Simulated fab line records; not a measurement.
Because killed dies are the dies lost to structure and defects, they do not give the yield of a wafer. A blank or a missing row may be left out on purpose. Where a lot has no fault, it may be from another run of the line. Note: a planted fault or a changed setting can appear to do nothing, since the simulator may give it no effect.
What tool caused it? / flow berkeley-cmos170 / 14 lots, 42 wafers sampled, at 2 steps of a route of 331

WHAT THE GAUGES SHOWED, per wafer
UCB170_PVT_TW_MEAS_09.
lot=L107; measured=day 5 23:15; on=film-metro-02; PVT_TW=509 510 510
lot=L110; measured=day 6 19:28; on=film-metro-03; PVT_TW=511 511 510
lot=L111; measured=day 6 19:42; on=film-metro-03; PVT_TW=509 508 513
lot=L114; measured=day 7 00:50; on=film-metro-03; PVT_TW=507 512 509
lot=L113; measured=day 7 00:51; on=film-metro-02; PVT_TW=508 507 509
lot=L112; measured=day 7 01:22; on=film-metro-02; PVT_TW=508 508 507
lot=L116; measured=day 7 18:46; on=film-metro-03; PVT_TW=509 508 509
lot=L115; measured=day 7 19:00; on=film-metro-03; PVT_TW=509 510 510
lot=L122; measured=day 8 13:05; on=film-metro-03; PVT_TW=520 519 516
lot=L120; measured=day 8 13:22; on=film-metro-02; PVT_TW=461 464 462
lot=L123; measured=day 8 23:16; on=film-metro-01; PVT_TW=462 462 462
lot=L126; measured=day 9 15:57; on=film-metro-03; PVT_TW=511 511 511
lot=L127; measured=day 9 16:11; on=film-metro-01; PVT_TW=510 509 511
lot=L129; measured=day 10 01:40; on=film-metro-03; PVT_TW=512 510 510

EACH LOT AND THE TOOL THAT RAN IT (in order: tool; ch and the chambers of the sampled wafers; start)
lot=L107; UCB170_PVT_IMPLANT_07=implanter-02 ch 0, day 5 23:02
lot=L110; UCB170_PVT_IMPLANT_07=implanter-02 ch 0, day 6 19:14
lot=L111; UCB170_PVT_IMPLANT_07=implanter-01 ch 0, day 6 19:28
lot=L114; UCB170_PVT_IMPLANT_07=implanter-03 ch 0, day 7 00:37
lot=L113; UCB170_PVT_IMPLANT_07=implanter-02 ch 0, day 7 00:37
lot=L112; UCB170_PVT_IMPLANT_07=implanter-01 ch 0, day 7 01:07
lot=L116; UCB170_PVT_IMPLANT_07=implanter-03 ch 0, day 7 18:32
lot=L115; UCB170_PVT_IMPLANT_07=implanter-01 ch 0, day 7 18:45
lot=L122; UCB170_PVT_IMPLANT_07=implanter-02 ch 0, day 8 12:50
lot=L120; UCB170_PVT_IMPLANT_07=implanter-03 ch 0, day 8 13:07
lot=L123; UCB170_PVT_IMPLANT_07=implanter-03 ch 0, day 8 23:03
lot=L126; UCB170_PVT_IMPLANT_07=implanter-02 ch 0, day 9 15:43
lot=L127; UCB170_PVT_IMPLANT_07=implanter-01 ch 0, day 9 15:58
lot=L129; UCB170_PVT_IMPLANT_07=implanter-02 ch 0, day 10 01:25
- UCB170_PVT_IMPLANT_07

WHAT THE TOOLS THEMSELVES READ (means of the sampled wafers that have a number; where no wafer has one, the mark that the record gives instead)
UCB170_PVT_IMPLANT_07.
lot=L107 tool=implanter-02 beam-energy-keV=30.000
lot=L110 tool=implanter-02 beam-energy-keV=29.983
lot=L111 tool=implanter-01 beam-energy-keV=30.001
lot=L114 tool=implanter-03 beam-energy-keV=29.998
lot=L113 tool=implanter-02 beam-energy-keV=29.995
lot=L112 tool=implanter-01 beam-energy-keV=30.006
lot=L116 tool=implanter-03 beam-energy-keV=29.995
lot=L115 tool=implanter-01 beam-energy-keV=29.995
lot=L122 tool=implanter-02 beam-energy-keV=30.003
lot=L120 tool=implanter-03 beam-energy-keV=21.000
lot=L123 tool=implanter-03 beam-energy-keV=21.004
lot=L126 tool=implanter-02 beam-energy-keV=30.009
lot=L127 tool=implanter-01 beam-energy-keV=30.002
lot=L129 tool=implanter-02 beam-energy-keV=30.008

THE ANSWER, worked out from the rows above alone
Rule: usual is defined by the lots themselves. Put in order of their means at a reading, lots are off if they are a third of the lots or fewer, leave a main group of 4 or more, and stand apart from it by a gap of 3 or more times the standard deviation of the main group's means; of several such gaps the widest counts. Not used: any main group whose means are identical at the precision the tables above print for the reading. A lot without any number at a reading at which 4 lots or more have one is off too. Where the step has rows for the other lots, those lots are counted as sound. First the gauges in route order, then the tools' own readings, where a lot's mean is used as printed above. At the first step where some lot is off, the reading lying furthest off is the one used; lots without a number count as furthest.
Off: L120, L123, seen at UCB170_PVT_TW_MEAS_09 (PVT_TW). Mean 510 and standard deviation 2.6 in the main group.
If a tool, at a process step before that reading, ran all the lots that are off and no sound lot after the first of them, it fits. Not tried: the gauges at UCB170_PVT_TW_MEAS_09; whatever is off there is also off at UCB170_PVT_IMPLANT_07, on other tools, and gauge error can't account for it. One fits: UCB170_PVT_IMPLANT_07 on implanter-03. Its last sound lot is L116 (day 7 18:32), its first lot that is off L120 (day 8 13:07): a fault that began between those two fits.
On the lots that are off, the tool's own readings at UCB170_PVT_IMPLANT_07 differ by more than 5 times the standard deviation of the sound lots' means, which bears it out; beam-energy-keV reads 21.002 there versus 30.000 on the sound lots.

WHAT THE SIMULATOR HAD PUT IN
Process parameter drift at UCB170_PVT_IMPLANT_07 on implanter-03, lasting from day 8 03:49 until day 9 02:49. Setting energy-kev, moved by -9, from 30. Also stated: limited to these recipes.
Shown lots that were struck: L120, L123. Same finding as the rule above.
